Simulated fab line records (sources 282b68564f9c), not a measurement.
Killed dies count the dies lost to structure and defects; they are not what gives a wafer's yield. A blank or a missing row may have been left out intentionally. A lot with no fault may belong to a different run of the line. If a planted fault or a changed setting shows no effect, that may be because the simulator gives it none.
Which tool did it?	flow rit-cmos	6 lots, 18 wafers sampled, at 2 steps of a route of 202

== WHAT THE GAUGES SHOWED, per wafer ==
RIT_PSD_OVL_MEAS_06.
lot	measured	on	PSD_OVL (nm)
L966	day 3 12:34	overlay-01	1.7 -0.6 1.6
L970	day 4 07:38	overlay-02	-0.9 -2.5 -0.7
L975	day 5 03:26	overlay-02	-0.1 -0.2 -1.7
L983	day 6 19:46	overlay-01	2.7 3.5 2.4
L985	day 7 05:01	overlay-01	-1.1 -0.2 1.3
L987	day 7 14:20	overlay-01	0.8 0.4 -0.1

== WHAT TOOL EACH LOT RAN ON (gives the tool, then ch and the chambers of the sampled wafers, and finally the start) ==
lot	RIT_PSD_EXPOSE_03
L966	iline-stepper-02 ch 0, day 3 12:07
L970	iline-stepper-01 ch 0, day 4 07:16
L975	iline-stepper-01 ch 0, day 5 03:03
L983	iline-stepper-01 ch 0, day 6 19:22
L985	iline-stepper-01 ch 0, day 7 04:37
L987	iline-stepper-01 ch 0, day 7 13:58
- RIT_PSD_EXPOSE_03: exposes mask M10, target cd 40900 nm.

== THE ANSWER, worked out from the rows above alone ==
Rule: what is usual is taken from the lots themselves. Put in order of their means at a reading, lots are off if they are a third of the lots or fewer, leave a main group of 4 or more, and stand apart from it by a gap of 3 or more times the standard deviation of the main group's means; of several such gaps the widest counts. The tables above print the reading to a certain number of digits; a main group whose means all agree to those digits is not used. A lot without any number at a reading at which 4 lots or more have one is off too. Where the step has rows for the other lots, those lots are counted as sound.
No lot is off on any of the readings shown, so nothing can be concluded from this.

== WHAT HAD BEEN PUT IN BY THE SIMULATOR ==
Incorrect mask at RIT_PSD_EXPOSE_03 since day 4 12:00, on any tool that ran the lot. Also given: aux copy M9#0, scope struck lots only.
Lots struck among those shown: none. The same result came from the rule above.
